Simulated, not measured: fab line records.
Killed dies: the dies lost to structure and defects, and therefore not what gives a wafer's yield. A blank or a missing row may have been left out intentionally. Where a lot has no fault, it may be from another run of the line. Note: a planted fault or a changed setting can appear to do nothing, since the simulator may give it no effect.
Which tool is to blame? + flow berkeleyCmos170 + 42 wafers sampled from 14 lots at 1 step of a route of 331

== WHAT THE GAUGES SHOWED, per wafer ==
UCB170_ACTIVE_THK_MEAS_03.
| lot  | measured    | on           | ACTIVE_OXIDE_THK (nm) |
|------|-------------|--------------|-----------------------|
| L990 | day 4 09:28 | filmMetro-04 | 26.9 26.5 26.6        |
| L991 | day 4 18:34 | filmMetro-04 | 27.1 26.6 27.3        |
| L992 | day 5 07:09 | filmMetro-03 | 26.1 26.0 25.9        |
| L993 | day 5 07:09 | filmMetro-04 | 26.8 26.9 26.5        |
| L998 | day 6 04:28 | filmMetro-03 | 26.7 26.9 26.8        |
| L997 | day 6 04:28 | filmMetro-02 | 26.0 26.1 25.8        |
| L999 | day 6 12:50 | filmMetro-03 | 25.3 25.4 25.7        |
| L102 | day 7 01:14 | filmMetro-04 | 25.8 26.3 25.9        |
| L103 | day 7 10:16 | filmMetro-02 | 25.8 25.8 25.9        |
| L104 | day 7 21:35 | filmMetro-03 | 26.1 26.1 26.2        |
| L105 | day 7 21:35 | filmMetro-04 | 25.2 25.8 25.7        |
| L107 | day 8 08:45 | filmMetro-03 | 26.8 26.6 26.5        |
| L109 | day 8 08:45 | filmMetro-04 | 26.5 26.1 26.1        |
| L110 | day 8 18:25 | filmMetro-04 | 26.7 26.7 27.1        |

== TOOL THAT RAN EACH LOT (tool first, then ch and the chambers of the sampled wafers, then the start) ==
Record: no process step prior to these readings.

== WHAT THE TOOLS THEMSELVES READ (means of the sampled wafers that have a number; where no wafer has one, the mark that the record gives instead) ==
The record holds no such reading with a usual standard deviation.

== THE ANSWER, worked out from the rows above alone ==
Rule: the lots themselves supply what counts as usual. The widest of any qualifying gaps counts: lots, ordered by their means at a reading, are off when they make up no more than a third of the lots, leave a main group of 4 or more, and stand apart from it by 3 or more times the standard deviation of that group's means. Not used: any main group whose means are identical at the precision the tables above print for the reading. Also off: a lot with no number at a reading for which 4 or more lots have one. All remaining lots with rows at the step are treated as sound. Order of review: gauges by route order, followed by the tools' own readings, for which a lot's mean as printed above is used. At the first step where some lot is off, the reading lying furthest off is the one used; lots without a number count as furthest.
No lot is off at any reading shown: from this, nothing can be told.

== WHAT THE SIMULATOR HAD PUT IN ==
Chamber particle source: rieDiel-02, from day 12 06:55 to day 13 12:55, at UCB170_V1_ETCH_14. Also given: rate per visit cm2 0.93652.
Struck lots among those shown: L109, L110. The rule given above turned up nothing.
